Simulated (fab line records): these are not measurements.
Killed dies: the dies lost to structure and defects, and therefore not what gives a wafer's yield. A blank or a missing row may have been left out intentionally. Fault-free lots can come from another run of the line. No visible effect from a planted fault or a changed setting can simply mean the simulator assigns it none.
Chamber matching ; flow berkeleyCmos170 ; UCB170_WELLDRIVE_WET_ETCH_04 on wetBench-01: 4 sister chambers
The step etches SiO2 in BOE, time 120 s. 4 wafers are shown with their chamber, then 7 later ones without.

== WAFERS WITH THEIR CHAMBER ==
wafer;chamber;bathHeatDutyPct (%)
L536.6;2;6.6
L539.5;1;5.7
L540.6;3;5.2
L545.5;0;6.4

== WAFERS WHOSE CHAMBER IS MISSING ==
wafer;bathHeatDutyPct (%)
L545.6;6.2
L546.1;7.0
L546.2;7.1
L546.3;6.5
L556.1;5.9
L556.4;5.4
L556.5;5.8

== CHAMBER TAKEN BY EACH ==
wafer;from the rows above;in truth
L545.6;can't be placed: 0 or 2 or 1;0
L546.1;can't be placed: 2 or 0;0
L546.2;can't be placed: 2 or 0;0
L546.3;can't be placed: 0 or 2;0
L556.1;can't be placed: 1 or 0 or 2 or 3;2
L556.4;can't be placed: 3 or 1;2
L556.5;can't be placed: 1 or 3 or 0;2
Correctly placed: 0 of 7. Not placeable from these rows: 7 (in 5, the candidates include the true chamber). Number placed wrongly: 0.
How it was worked out, from the rows above alone: a wafer's distance from a chamber is the root of the sum, over the readings, of the square of ((its reading less the chamber's mean) divided by the reading's scatter). The wafer belongs to the nearest chamber; if the next one is less than 2 further off, it can't be placed. A chamber's mean is the mean of its shown wafers. The scatter (one wafer shown for each chamber): square how far every hidden wafer sits from the nearest shown wafer, average those squares and take the square root.
